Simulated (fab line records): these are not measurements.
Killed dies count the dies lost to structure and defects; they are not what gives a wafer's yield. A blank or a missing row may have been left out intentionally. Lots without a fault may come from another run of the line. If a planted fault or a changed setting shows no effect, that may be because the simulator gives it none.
fab line records | flow berkeley-cmos170 | part 1 of 2: steps 1 to 40 of 44
record lots=6 wafers=18 last-day=13
route steps=331 shown CONTACT@226 M1@238 V1@254 M3@331
lots untouched by any fault: they come from a run of this same line in which no faults occurred
start-h: hours from the record's first day to the start of the lot's first wafer shown | wait-h: hours since the lot's step before | " as in the row above | L1.1+2: several wafers, shown together as one row | - no value, or no start was given | * or withheld: withheld | < > ~ a bound
route shown NAME@n: NAME is a module with steps in the file, n the number in the route of the first one | usual: mean/standard deviation of fault-free wafers | same: alike in all rows | chamber/n: place in a boat | sites: readings site by site | _std_site: standard deviation across them | _edge_site: outer sites' mean less inner sites' | radius-mm: how far each site lies from the wafer's centre | mask NAME#n: copy n | behind: the most recent tool/chamber to have shaped the wafer | hold: cause of the lot's hold/its duration in hours/its outcome | device: the transistor (n, p or np) that didn't switch | end of line: the same wafers' tests at the end of the route | a step with no rows: only its recipe | killed: dies lost to structure and defects at the first sort, not the wafer's yield | map: per-die view of a wafer (x killed, . not killed, _ where there is no die)
set.NAME: the setting that was run; set.NAME@STEP: the one run at that earlier step | model.NAME: the simulator's own value behind a step, which no gauge read
lots at some steps of the route; a table a step, a row a wafer
services: from which hour (start-h, from the record's first day; less than 0 if before it) a tool's chamber was out of use, for how many hours, and why
## steps
# step UCB170_CONTACT_COAT_10
# recipe resist=KrF spin-rpm=1500 resist-thk-nm=900
# step UCB170_CONTACT_SOFTBAKE_11
# recipe resist=KrF temp-c=130 time-s=60
# step UCB170_CONTACT_EXPOSE_12
# recipe mask-id=CONT target-cd-nm=700 na=0.5 sigma-outer=0.6 source-shape=conventional dose-mj=35
# step UCB170_CONTACT_PEB_13
# recipe peb-temp-c=130 peb-time-s=withheld resist=KrF
# step UCB170_CONTACT_DEVELOP_14
# recipe developer=TMAH develop-time-s=45 resist=KrF dev-temp-c=21
# step UCB170_CONTACT_CD_MEAS_15
# recipe target-cd-nm=700
# usual cd-nm=700.0/1.5
# columns lot.wafer tool chamber start-h wait-h cd-nm
L823.2 cd-sem-01 - 185.80 - 697.2
L823.5 " - " " 698.9
L823.6 " - " " 699.5
L824.4 cd-sem-02 - 186.12 - 702.3
L824.5 " - " " 703.0
L824.6 " - " " 701.1
L830.2 cd-sem-02 - 212.03 - 701.3
L830.3 " - " " 700.9
L830.4 " - " " 702.2
L834.1 cd-sem-01 - 236.83 - 700.9
L834.4 " - " " 701.0
L834.5 " - " " 701.8
L841.3 cd-sem-02 - 281.63 - 700.3
L841.4 " - " " 699.9
L841.6 " - " " 699.8
L844.3 cd-sem-01 - 285.14 - 700.0
L844.4 " - " " 699.0
L844.6 " - " " 699.4
# step UCB170_CONTACT_OVL_MEAS_16
# usual CONTACT_OVL=-3/5.2
# columns lot.wafer tool chamber start-h wait-h CONTACT_OVL[nm]
L823.2 overlay-01 - 185.91 0.1 3
L823.5 " - " " 2
L823.6 " - " " 3
L824.4 overlay-02 - 186.20 0.1 -1
L824.5 " - " " -2
L824.6 " - " " -1
L830.2 overlay-01 - 212.13 0.1 3
L830.3 " - " " 2
L830.4 " - " " -6
L834.1 overlay-01 - 236.95 0.1 3
L834.4 " - " " -5
L834.5 " - " " -6
L841.3 overlay-01 - 281.72 0.1 -3
L841.4 " - " " -9
L841.6 " - " " -2
L844.3 overlay-01 - 285.23 0.1 -5
L844.4 " - " " -8
L844.6 " - " " -3
# step UCB170_CONTACT_ETCH_17
# recipe chemistry=N2/H2 target-depth-a=withheld overetch-a=withheld target=BARC time-s=withheld source-w=500 bias-w=100 pressure-mtorr=29.45 n2-flow-sccm=100 h2-flow-sccm=200
# usual drypump-motor-current-A=5.7/0.36 h2-flow-sccm=200.1/0.59 oes-product-au=0.983/0.025 throttle-valve-pct=13.46/0.25
# columns lot.wafer tool chamber start-h wait-h drypump-motor-current-A h2-flow-sccm oes-product-au throttle-valve-pct
L823.2 rie-diel-01 1 185.94 0.0 5.1 200.1 0.954 13.16
L823.5 " 2 " " 5.7 199.0 0.964 13.61
L823.6 " 0 " " 5.7 200.6 0.982 13.85
L824.4 rie-diel-03 2 186.21 0.0 5.5 199.8 0.985 13.60
L824.5 " 0 " " 5.8 200.3 1.015 13.57
L824.6 " 3 " " 6.1 199.4 0.938 13.47
L830.2 rie-diel-01 3 212.16 0.0 5.2 201.1 0.947 13.61
L830.3 " 1 " " 5.1 199.7 0.942 13.18
L830.4 " 2 " " 5.7 199.6 0.954 13.63
L834.1 rie-diel-03 1 236.99 0.0 5.4 200.7 0.992 13.02
L834.4 " 0 " " 5.9 200.7 0.994 13.58
L834.5 " 1 " " 5.4 201.2 0.997 13.03
L841.3 rie-diel-03 0 281.74 0.0 5.9 200.8 1.020 13.57
L841.4 " 2 " " 5.5 200.3 1.001 13.61
L841.6 " 1 " " 5.4 199.6 0.992 13.03
L844.3 rie-diel-01 1 285.25 0.0 5.1 200.0 0.954 13.19
L844.4 " 0 " " 5.7 199.9 0.978 13.85
L844.6 " 2 " " 5.7 201.3 0.971 13.61
# step UCB170_CONTACT_ETCH_18
# recipe chemistry=CHF3/CF4/Ar target=PSG stop-on=TiSi2 CHF3_flow_sccm=45 cf4-flow-sccm=15 Ar_flow_sccm=150 pressure-mtorr=200 rf-w=700 target-depth-a=8400 over-etch-frac=0.2 time-s=195
# usual drypump-motor-current-A=5.7/0.36 mfc-ar-sccm=150.0/0.48 oes-product-au=0.879/0.015 throttle-valve-pct=6.94/0.16
# columns lot.wafer tool chamber start-h wait-h drypump-motor-current-A mfc-ar-sccm oes-product-au rf-hours-counter-h throttle-valve-pct
L823.2 rie-diel-01 1 - - 5.1 149.6 0.860 72 6.76
L823.5 " 2 " " 5.7 149.7 0.879 - 6.97
L823.6 " 0 " " 5.7 150.8 0.879 - 7.11
L824.4 rie-diel-03 2 - - 5.5 150.2 0.894 15 7.08
L824.5 " 0 " " 5.9 150.5 0.905 - 6.94
L824.6 " 3 " " 6.1 149.6 0.852 - 7.04
L830.2 rie-diel-01 3 - - 5.2 149.6 0.889 0 7.14
L830.3 " 1 " " 5.1 150.2 0.864 74 6.74
L830.4 " 2 " " 5.7 150.0 0.878 16 6.98
L834.1 rie-diel-03 1 - - 5.3 149.5 0.871 79 6.76
L834.4 " 0 " " 5.9 150.2 0.909 106 6.95
L834.5 " 1 " " 5.3 149.6 0.873 - 6.75
L841.3 rie-diel-03 0 - - 5.9 150.9 0.905 108 6.94
L841.4 " 2 " " 5.5 150.4 0.897 20 7.06
L841.6 " 1 " " 5.3 149.9 0.880 - 6.75
L844.3 rie-diel-01 1 - - 5.1 150.4 0.865 76 6.75
L844.4 " 0 " " 5.7 149.4 0.874 5 7.08
L844.6 " 2 " " 5.7 149.9 0.874 - 6.98
# step UCB170_CONTACT_STRIP_19
# recipe chemistry=O2 power-w=400 pressure-mtorr=3500 platen-temp-c=withheld o2-flow-sccm=400 overash-fraction=0.5
# step UCB170_CONTACT_CD_MEAS_90
# recipe target-cd-nm=700
# usual cd-nm=699.2/1.9
# columns lot.wafer tool chamber start-h wait-h cd-nm
L823.2 cd-sem-01 - 186.23 0.1 693.9
L823.5 " - " " 697.4
L823.6 " - " " 697.8
L824.4 cd-sem-02 - 186.56 0.1 703.3
L824.5 " - " " 702.2
L824.6 " - " " 698.5
L830.2 cd-sem-02 - 212.50 0.1 700.4
L830.3 " - " " 698.6
L830.4 " - " " 701.3
L834.1 cd-sem-01 - 237.25 0.1 699.3
L834.4 " - " " 700.3
L834.5 " - " " 700.6
L841.3 cd-sem-02 - 282.05 0.1 698.1
L841.4 " - " " 700.8
L841.6 " - " " 698.0
L844.3 cd-sem-01 - 285.56 0.1 697.3
L844.4 " - " " 698.7
L844.6 " - " " 698.8
# step UCB170_CONTACT_CLEAN_20
# recipe chemistry=SPM temp-c=120 time-s=600
# step UCB170_M1_SPUTTER_00
# recipe material=Al target-thk-nm=600 time-s=80 power-w=6000 chamber-pressure-pa=0.5
# usual throttle-valve-pct=30.0/1.4
# columns lot.wafer tool chamber start-h wait-h throttle-valve-pct model.Al_of_M1_SPUTTER_00.thk-nm
L823.2 pvd-sputter-04 - 186.52 0.0 31.2 589.8
L823.5 " - " " 31.9 594.8
L823.6 " - " " 31.3 600.2
L824.4 pvd-sputter-03 - 190.35 0.0 31.3 598.5
L824.5 " - " " 31.5 597.4
L824.6 " - " " 28.6 600.6
L830.2 pvd-sputter-01 - 212.77 0.0 28.6 588.5
L830.3 " - " " 28.2 583.2
L830.4 " - " " 31.4 586.1
L834.1 pvd-sputter-01 - 237.55 0.0 31.6 603.5
L834.4 " - " " 28.7 599
L834.5 " - " " 28.2 600.9
L841.3 pvd-sputter-03 - 282.39 0.0 29.6 458.6
L841.4 " - " " 29.0 456.8
L841.6 " - " " 29.5 458.7
L844.3 pvd-sputter-03 - 285.85 0.0 31.1 464.8
L844.4 " - " " 28.7 462.8
L844.6 " - " " 29.2 458.4
# step UCB170_M1_RS_MEAS_01
# recipe thk-meas-gauge=four-point-probe reads=Al_of_M1_SPUTTER_00
# usual M1_AL_RS=0.0487/0.00055
# columns lot.wafer tool chamber start-h wait-h M1_AL_RS[ohm/sq]
L823.2 film-metro-03 - 186.60 0.1 0.0494
L823.5 " - " " 0.0490
L823.6 " - " " 0.0486
L824.4 film-metro-03 - 190.47 0.1 0.0486
L824.5 " - " " 0.0487
L824.6 " - " " 0.0485
L830.2 film-metro-04 - 212.85 0.1 0.0495
L830.3 " - " " 0.0498
L830.4 " - " " 0.0498
L834.1 film-metro-01 - 237.61 0.0 0.0483
L834.4 " - " " 0.0487
L834.5 " - " " 0.0485
L841.3 film-metro-03 - 282.49 0.1 0.0638
L841.4 " - " " 0.0640
L841.6 " - " " 0.0639
L844.3 film-metro-03 - 285.95 0.1 0.0629
L844.4 " - " " 0.0632
L844.6 " - " " 0.0639
# step UCB170_M1_THK_MEAS_02
# recipe thk-meas-gauge=xrf reads=Al_of_M1_SPUTTER_00
# usual M1_AL_THK=606/6.6
# columns lot.wafer tool chamber start-h wait-h M1_AL_THK[nm]
L823.2 film-metro-03 - 186.71 0.1 598
L823.5 " - " " 601
L823.6 " - " " 607
L824.4 film-metro-03 - 190.56 0.1 606
L824.5 " - " " 607
L824.6 " - " " 610
L830.2 film-metro-04 - 212.96 0.1 594
L830.3 " - " " 591
L830.4 " - " " 593
L834.1 film-metro-01 - 237.73 0.1 610
L834.4 " - " " 606
L834.5 " - " " 606
L841.3 film-metro-03 - 282.59 0.1 465
L841.4 " - " " 465
L841.6 " - " " 464
L844.3 film-metro-03 - 286.05 0.1 471
L844.4 " - " " 470
L844.6 " - " " 462
# step UCB170_M1_COAT_03
# recipe resist=BARC temp-c=withheld time-s=withheld spin-rpm=3000 resist-thk-nm=withheld
# step UCB170_M1_COAT_04
# recipe resist=KrF spin-rpm=1500 resist-thk-nm=900
# step UCB170_M1_SOFTBAKE_05
# recipe resist=KrF temp-c=130 time-s=60
# step UCB170_M1_EXPOSE_06
# recipe mask-id=METAL1 target-cd-nm=700 na=0.5 sigma-outer=0.6 source-shape=conventional dose-mj=21
# step UCB170_M1_PEB_07
# recipe peb-temp-c=130 peb-time-s=withheld resist=KrF
# step UCB170_M1_DEVELOP_08
# recipe developer=TMAH develop-time-s=45 resist=KrF dev-temp-c=21
# step UCB170_M1_CD_MEAS_09
# recipe target-cd-nm=700
# usual cd-nm=700.2/1.5
# columns lot.wafer tool chamber start-h wait-h cd-nm
L823.2 cd-sem-02 - 188.41 - 699.5
L823.5 " - " " 699.7
L823.6 " - " " 700.1
L824.4 cd-sem-02 - 192.83 - 698.9
L824.5 " - " " 700.6
L824.6 " - " " 699.8
L830.2 cd-sem-02 - 214.21 - 700.7
L830.3 " - " " 700.8
L830.4 " - " " 699.2
L834.1 cd-sem-02 - 239.34 - 699.3
L834.4 " - " " 698.8
L834.5 " - " " 698.2
L841.3 cd-sem-01 - 283.85 - 699.6
L841.4 " - " " 698.8
L841.6 " - " " 699.1
L844.3 cd-sem-02 - 287.19 - 700.4
L844.4 " - " " 700.6
L844.6 " - " " 700.7
# step UCB170_M1_OVL_MEAS_10
# usual M1_OVL=2/4.9
# columns lot.wafer tool chamber start-h wait-h M1_OVL[nm]
L823.2 overlay-01 - 188.51 0.1 6
L823.5 " - " " 12
L823.6 " - " " 8
L824.4 overlay-02 - 192.91 0.1 2
L824.5 " - " " 5
L824.6 " - " " 11
L830.2 overlay-02 - 214.31 0.1 7
L830.3 " - " " 2
L830.4 " - " " 1
L834.1 overlay-02 - 239.46 0.1 5
L834.4 " - " " 8
L834.5 " - " " 7
L841.3 overlay-02 - 283.94 0.1 4
L841.4 " - " " 11
L841.6 " - " " 9
L844.3 overlay-02 - 287.28 0.1 -2
L844.4 " - " " 4
L844.6 " - " " 2
# step UCB170_M1_ETCH_11
# recipe chemistry=N2/H2 target-depth-a=withheld overetch-a=withheld target=BARC time-s=withheld source-w=500 bias-w=100 pressure-mtorr=30 n2-flow-sccm=100 h2-flow-sccm=200
# step UCB170_M1_METAL_ETCH_12
# recipe chemistry=Cl2/BCl3 target=Al stop-on=PSG pressure-mtorr=12 target-depth-a=7800 over-etch-frac=0.3 time-s=130 icp-w=600 bias-w=120 Cl2_flow_sccm=90 bcl3-flow-sccm=45
# usual drypump-motor-current-A=5.4/0.46 mfc-cl2-sccm=89.99/0.28 oes-product-au=0.859/0.014 throttle-valve-pct=24.42/0.26
# columns lot.wafer tool chamber start-h wait-h drypump-motor-current-A mfc-cl2-sccm oes-product-au rf-hours-counter-h throttle-valve-pct
L823.2 rie-metal-01 1 188.59 - 5.0 90.28 0.877 6 24.33
L823.5 " 0 " " 5.6 90.03 0.852 - 24.71
L823.6 " 1 " " 5.0 90.28 0.884 - 24.33
L824.4 rie-metal-02 1 193.01 - 4.8 89.72 0.845 - 24.18
L824.5 " 1 " " 4.8 90.05 0.833 - 24.19
L824.6 " 0 " " 5.0 90.11 0.845 - 24.28
L830.2 rie-metal-04 0 214.38 - 5.6 89.86 0.866 10 24.91
L830.3 " 0 " " 5.6 89.49 0.862 - 24.94
L830.4 " 1 " " 6.1 89.91 0.858 - 24.20
L834.1 rie-metal-01 0 239.54 - 5.7 89.92 0.864 6 24.72
L834.4 " 1 " " 5.0 89.83 0.866 - 24.34
L834.5 " 1 " " 5.0 89.97 0.883 - 24.32
L841.3 rie-metal-01 0 284.05 - 5.7 89.78 0.740 - 24.76
L841.4 " 1 " " 5.0 89.81 0.758 - 24.38
L841.6 " 1 " " 5.0 89.66 0.764 - 24.37
L844.3 rie-metal-01 0 287.39 - 5.7 90.46 0.748 - 24.76
L844.4 " 1 " " 4.9 90.52 0.766 - 24.38
L844.6 " 1 " " 5.0 89.98 0.758 - 24.36
# step UCB170_M1_STRIP_13
# recipe chemistry=O2 power-w=400 pressure-mtorr=3500 platen-temp-c=withheld o2-flow-sccm=400 overash-fraction=0.5
# usual drypump-motor-current-A=5.6/0.45 oes-product-au=0.720/0.0047
# columns lot.wafer tool chamber start-h wait-h drypump-motor-current-A oes-product-au rf-hours-counter-h
L823.2 plasma-asher-03 0 188.72 0.1 5.1 0.726 47
L823.5 " 0 " " 5.1 0.724 -
L823.6 " 1 " " 5.8 0.716 -
L824.4 plasma-asher-03 1 193.14 0.1 5.8 0.717 -
L824.5 " 0 " " 5.1 0.724 -
L824.6 " 1 " " 5.8 0.715 -
L830.2 plasma-asher-03 1 214.52 0.1 5.8 0.720 50
L830.3 " 1 " " 5.8 0.719 -
L830.4 " 0 " " 5.1 0.721 -
L834.1 plasma-asher-04 1 239.67 0.1 6.1 0.725 56
L834.4 " 0 " " 5.8 0.722 -
L834.5 " 0 " " 5.8 0.718 -
L841.3 plasma-asher-02 1 284.17 0.1 4.7 0.718 -
L841.4 " 0 " " 5.5 0.721 -
L841.6 " 1 " " 4.7 0.721 -
L844.3 plasma-asher-03 0 287.51 0.1 5.2 0.718 -
L844.4 " 1 " " 5.8 0.722 -
L844.6 " 1 " " 5.8 0.719 -
# step UCB170_M1_CD_MEAS_90
# recipe target-cd-nm=700
# usual cd-nm=701/3.2
# columns lot.wafer tool chamber start-h wait-h cd-nm
L823.2 cd-sem-02 - 188.91 0.2 702
L823.5 " - " " 700
L823.6 " - " " 701
L824.4 cd-sem-02 - 193.30 0.1 698
L824.5 " - " " 699
L824.6 " - " " 702
L830.2 cd-sem-01 - 214.64 0.1 702
L830.3 " - " " 703
L830.4 " - " " 693
L834.1 cd-sem-02 - 239.77 0.1 700
L834.4 " - " " 704
L834.5 " - " " 703
L841.3 cd-sem-02 - 284.28 0.1 701
L841.4 " - " " 704
L841.6 " - " " 705
L844.3 cd-sem-02 - 287.62 0.1 704
L844.4 " - " " 702
L844.6 " - " " 704
# step UCB170_M1_ANNEAL_14
# recipe temp-c=400 time-s=1200 ambient=forming-gas
# step UCB170_V1_CVD_00
# recipe material=SiO2 target-thk-nm=2000 temp-c=390 precursor=TEOS/O2 time-s=250 rf-w=550 pressure-mtorr=9000
# usual heater-power-w=273/60
# columns lot.wafer tool chamber start-h wait-h heater-power-w
L823.2 pecvd-01 1 190.97 0.0 313
L823.5 " 0 " " 355
L823.6 " 2 " " 198
L824.4 pecvd-03 1 194.77 0.1 157
L824.5 " 2 " " 243
L824.6 " 0 " " 297
L830.2 pecvd-04 2 216.48 0.0 320
L830.3 " 1 " " 322
L830.4 " 1 " " 382
L834.1 pecvd-04 0 241.22 0.0 234
L834.4 " 1 " " 376
L834.5 " 2 " " 338
L841.3 pecvd-04 0 285.69 0.0 239
L841.4 " 1 " " 280
L841.6 " 2 " " 323
L844.3 pecvd-04 0 289.03 0.0 305
L844.4 " 1 " " 281
L844.6 " 0 " " 216
# step UCB170_V1_THK_MEAS_01
# recipe reads=SiO2_of_V1_CVD_00
# usual V1_TEOS_THK=2002/30
# columns lot.wafer tool chamber start-h wait-h V1_TEOS_THK[nm]
L823.2 film-metro-01 - 191.14 0.1 1978
L823.5 " - " " 1990
L823.6 " - " " 2020
L824.4 film-metro-04 - 194.88 0.0 2022
L824.5 " - " " 2046
L824.6 " - " " 2004
L830.2 film-metro-01 - 216.64 0.1 2008
L830.3 " - " " 1963
L830.4 " - " " 2002
L834.1 film-metro-02 - 241.38 0.1 1972
L834.4 " - " " 2018
L834.5 " - " " 2070
L841.3 film-metro-01 - 285.87 0.1 1946
L841.4 " - " " 2001
L841.6 " - " " 2016
L844.3 film-metro-01 - 289.21 0.1 1963
L844.4 " - " " 2018
L844.6 " - " " 1979
# step UCB170_V1_CMP_02
# recipe material=SiO2 down-force-psi=6 platen-rpm=60 pad-velocity-m-s=0.75398
# usual motor-current-A=15.6/1.6
# columns lot.wafer tool chamber start-h wait-h motor-current-A
L823.2 cmp-02 0 191.19 0.0 16.3
L823.5 " 0 " " 17.3
L823.6 " 1 " " 17.1
L824.4 cmp-01 0 195.01 0.1 16.6
L824.6 " 2 " " 14.4
L824.5 " 3 " " 18.7
L830.2 cmp-02 2 216.69 0.0 15.2
L830.4 " 3 " " 14.8
L830.3 " 1 " " 17.5
L834.4 cmp-02 1 241.49 0.1 16.2
L834.1 " 2 " " 14.9
L834.5 " 0 " " 17.9
L841.3 cmp-02 3 285.96 0.1 14.5
L841.4 " 1 " " 16.9
L841.6 " 3 " " 14.0
L844.3 cmp-01 1 289.30 0.1 13.9
L844.4 " 2 " " 13.8
L844.6 " 0 " " 15.7
# step UCB170_V1_BOW_MEAS_03
# recipe mode=bow
# usual V1_BOW=17/6.5
# columns lot.wafer tool chamber start-h wait-h V1_BOW[um]
L823.2 film-metro-02 - 191.51 0.3 25
L823.5 " - " " 12
L823.6 " - " " 14
L824.4 film-metro-01 - 195.27 0.2 11
L824.5 " - " " 19
L824.6 " - " " 9
L830.2 film-metro-01 - 217.01 0.3 25
L830.3 " - " " 16
L830.4 " - " " 10
L834.1 film-metro-01 - 241.74 0.1 14
L834.4 " - " " 24
L834.5 " - " " 19
L841.3 film-metro-04 - 286.25 0.2 21
L841.4 " - " " 0
L841.6 " - " " 26
L844.3 film-metro-04 - 289.59 0.2 22
L844.4 " - " " 14
L844.6 " - " " 14
# step UCB170_V1_THK_MEAS_04
# recipe reads=SiO2_of_V1_CVD_00
# usual V1_POLISHED_THK=999.6/1.6
# columns lot.wafer tool chamber start-h wait-h V1_POLISHED_THK[nm]
L823.2 film-metro-02 - 191.62 0.1 999.8
L823.5 " - " " 1000.5
L823.6 " - " " 1000.9
L824.4 film-metro-01 - 195.36 0.1 1001.4
L824.5 " - " " 998.1
L824.6 " - " " 1001.0
L830.2 film-metro-01 - 217.12 0.1 1002.6
L830.3 " - " " 1001.5
L830.4 " - " " 999.8
L834.1 film-metro-01 - 241.86 0.1 999.5
L834.4 " - " " 1002.5
L834.5 " - " " 1001.8
L841.3 film-metro-04 - 286.35 0.1 996.7
L841.4 " - " " 1000.8
L841.6 " - " " 998.5
L844.3 film-metro-04 - 289.69 0.1 999.9
L844.4 " - " " 1000.6
L844.6 " - " " 999.9
# step UCB170_V1_CLEAN_05
# recipe chemistry=DIW
# step UCB170_V1_HMDS_06
# recipe prime-time-s=60 prime-temp-c=100
# step UCB170_V1_COAT_07
# recipe resist=KrF spin-rpm=1500 resist-thk-nm=900
# step UCB170_V1_SOFTBAKE_08
# recipe resist=KrF temp-c=130 time-s=58.18
# step UCB170_V1_EXPOSE_09
# recipe mask-id=VIA1 target-cd-nm=700 na=0.5 sigma-outer=0.6 source-shape=conventional dose-mj=37
# step UCB170_V1_PEB_10
# recipe peb-temp-c=130 peb-time-s=withheld resist=KrF
# step UCB170_V1_DEVELOP_11
# recipe developer=TMAH develop-time-s=45 resist=KrF dev-temp-c=21
## key
first-sign step=UCB170_M1_RS_MEAS_01 reading=M1_AL_RS direction=up sigmas=27 usual=0.0487 struck=0.0636
effect step=UCB170_M1_THK_MEAS_02 reading=M1_AL_THK direction=down sigmas=21 usual=606 struck=466
effect step=UCB170_M1_METAL_ETCH_12 reading=oes-product-au direction=down sigmas=7.2 usual=0.859 struck=0.756
model-effect step=UCB170_M1_SPUTTER_00 value=Al_of_M1_SPUTTER_00.thk-nm without=590.2 struck=460
model-effect step=UCB170_V1_ETCH_14 value=Al_of_M1_SPUTTER_00.thk-nm without=589.8 struck=459.6
model-effect step=UCB170_M3_PROBE_99 value=etest.m1.rs-ohm-sq without=0.0491 struck=0.06301
met-at UCB170_M1_SPUTTER_00
struck-wafers L841.3,L841.4,L841.6,L844.3,L844.4,L844.6
onset-between 190.35 282.39
also-fits time
fault kind=process-parameter-drift tool=pvd-sputter-03 chamber=- onset-h=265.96 steps=UCB170_M1_SPUTTER_00 channel=time-s offset=* shape=step end-h=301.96 acts-in=* stated=*
